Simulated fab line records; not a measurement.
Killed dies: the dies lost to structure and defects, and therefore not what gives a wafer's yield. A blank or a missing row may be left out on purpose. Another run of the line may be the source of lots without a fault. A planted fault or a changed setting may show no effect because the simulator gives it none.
A lot that was struck, set against a sound lot    flow berkeleyCmos170    6 out of 331 route steps
Sound: these wafers, L585.2, L585.4, L585.6. Struck: wafers L584.2, L584.3, L584.6. Last of all comes the cause.
Each step with rows lists, per side, the tool, then ch with its chambers, then its first start. Under that, the readings that differ: sound wafers    struck wafers    difference of the means    sigmas: that difference in standard deviations of wafers without a fault.
alike: readings whose means differ by less than 2 such deviations, and words and numbers that are the same on both sides. not compared: withheld readings, readings that some wafer has no value for, bounds like >300 that may hide the same value, and numbers for which the record gives no deviation and whose values overlap.
Wherever a step has rows on one side only, a row that says differs or no value, or a row with sigmas, the two part there. Non-overlapping numbers with no deviation appear without sigmas and do not part them. A reading missing from all wafers of one side parts the sides only when that side holds two or more wafers.

UCB170_START_BOW_MEAS_00:
  sound: filmMetro-03 at day 5 04:01; struck: filmMetro-03 at day 4 23:01
  alike: INCOMING_BOW
then, 1 step without rows for these wafers: UCB170_START_CLEAN_01 (cleans in dHF, time 60 s).
UCB170_START_OXIDATION_02: target thk 20 nm, ox time 1800 s.
  sound on furnace-04 ch 0, day 5 06:57; struck on furnace-03 ch 0, day 5 03:40
reading                                      sound             struck             difference  sigmas
oxTimeS (s)                                  1800 1800 1800    2160 2160 2160     +360        
model.SiO2_of_START_OXIDATION_02.thkNm (nm)  20.4 20.43 20.54  21.86 22.21 21.91  +1.54       
  alike: spikeTcCentreC, tubeCenterTempC
UCB170_START_THK_MEAS_03:
  sound: filmMetro-03 at day 5 08:28; struck: filmMetro-03 at day 5 05:11
reading               sound           struck          difference  sigmas
START_OXIDE_THK (nm)  20.4 20.5 20.5  21.9 22.3 21.9  +1.6        +4
then, 1 step without rows for these wafers: UCB170_START_ANNEAL_04 (time 1200 s).
UCB170_M3_PROBE_99:
  sound wafers here have rows in the record (prober-02, day 14 16:49); struck ones have none

## WHERE THEY PART
At UCB170_START_THK_MEAS_03 first; at UCB170_M3_PROBE_99 last (within this record only).

WHY: whatever the simulator had introduced
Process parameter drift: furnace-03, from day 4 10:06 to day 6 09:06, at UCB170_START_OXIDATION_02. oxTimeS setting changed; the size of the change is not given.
